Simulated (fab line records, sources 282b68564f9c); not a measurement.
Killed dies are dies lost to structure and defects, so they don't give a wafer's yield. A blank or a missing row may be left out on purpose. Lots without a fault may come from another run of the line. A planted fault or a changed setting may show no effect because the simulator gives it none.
One fault seen from 2 desks | flow rit_cmos | each desk has only its own numbers; what lay behind them comes last

THE METROLOGY DESK
What the gauges read, lot by lot, whatever tool the lot ran on: means of the sampled wafers that have a number. A lot is out of limits, marked OUT, if its mean lies more than 4 standard deviations from the usual mean; the brackets give that distance.
Columns: A = FOX1_OXIDE_THK at RIT_FOX1_THK_MEAS_01, usual 356 nm; B = NLDD_TW at RIT_NLDD_TW_MEAS_10, usual 2461; C = NSD_OVL at RIT_NSD_OVL_MEAS_06, usual 2.1 nm; D = NLDD_RS at RIT_SDANNEAL_RS_MEAS_07, usual 151.7 ohm/sq
lot  | first seen here | A   | B              | C   | D
L188 | day 1 16:52     | 354 | 2471           | 1.5 | 151.9
L189 | day 1 21:50     | 353 | 2471           | 1.9 | 151.7
L191 | day 2 08:39     | 338 | 2451           | 1.4 | 152.3
L192 | day 2 13:01     | 361 | 2443           | 1.8 | 151.7
L193 | day 2 17:50     | 363 | 2447           | 2.9 | 151.4
L194 | day 2 22:49     | 353 | 2465           | 4.6 | 152.0
L195 | day 3 04:23     | 352 | 2471           | 1.0 | 152.1
L196 | day 3 09:17     | 355 | 2455           | 1.3 | 151.8
L197 | day 3 15:13     | 368 | 2471           | 1.1 | 151.6
L202 | day 4 15:05     | 358 | 1527 (-67) OUT | 2.4 | 518.7 (+99 or more) OUT
L204 | day 5 00:58     | 360 | 1553 (-65) OUT | 0.5 | 497.1 (+99 or more) OUT
L208 | day 5 23:28     | 353 | 2454           | 1.3 | 151.7
L209 | day 6 03:23     | 356 | 2451           | 2.7 | 151.0
L210 | day 6 07:14     | 354 | 2457           | 0.0 | 151.4
This desk's finding: out of limits on L202, L204; first on L202, day 5 17:02 (NLDD_TW at RIT_NLDD_TW_MEAS_10). In limits: L188, L189, L191, L192, L193, L194, L195, L196, L197, L208, L209, L210.

THE TOOL OWNER'S DESK: implanter-04
The tool's own readings at RIT_NLDD_IMPLANT_08: means of the sampled wafers that have a number, for each lot that ran on this tool. A lot is out of limits, marked OUT, if its mean lies more than 4 standard deviations from the usual mean; the brackets give that distance.
Columns: A = beam_energy_keV at RIT_NLDD_IMPLANT_08, usual 20.000; B = dose_ions_cm2 at RIT_NLDD_IMPLANT_08, usual 5e+14; C = end_station_pressure_torr at RIT_NLDD_IMPLANT_08, usual 6.3e-06 Torr; D = faraday_current_uA at RIT_NLDD_IMPLANT_08, usual 1572
lot  | first seen here | A      | B                       | C       | D
L189 | day 2 22:05     | 20.005 | 5e+14                   | 6.6e-06 | 1599
L191 | day 3 09:11     | 20.000 | 5e+14                   | 6.3e-06 | 1523
L193 | day 3 18:59     | 19.999 | 5e+14                   | 6.1e-06 | 1576
L195 | day 4 05:22     | 20.002 | 5e+14                   | 6.0e-06 | 1556
L202 | day 5 16:43     | 19.998 | 1e+14 (-99 or more) OUT | 5.3e-06 | 320 (-38) OUT
L204 | day 6 01:52     | 19.991 | 1e+14 (-99 or more) OUT | 5.3e-06 | 312 (-38) OUT
This desk's finding: out of limits on L202, L204; first on L202, day 5 16:43 (dose_ions_cm2 at RIT_NLDD_IMPLANT_08). In limits: L189, L191, L193, L195.

PUT TOGETHER
The tool owner's desk could have raised an alarm at day 5 16:43, on L202, L204.
The metrology desk could have raised an alarm at day 5 17:02, on L202, L204.
Of the lots named, all ran RIT_NLDD_IMPLANT_08 on implanter-04.

WHAT THE SIMULATOR HAD PUT IN
Process parameter drift: implanter-04, from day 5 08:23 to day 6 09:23, at RIT_NLDD_IMPLANT_08. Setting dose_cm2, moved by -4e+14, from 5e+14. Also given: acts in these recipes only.
Lots struck among those shown: L202, L204.
Hours from the fault's start to each desk's first reading out of limits: the tool owner's desk, 8; the metrology desk, 9.
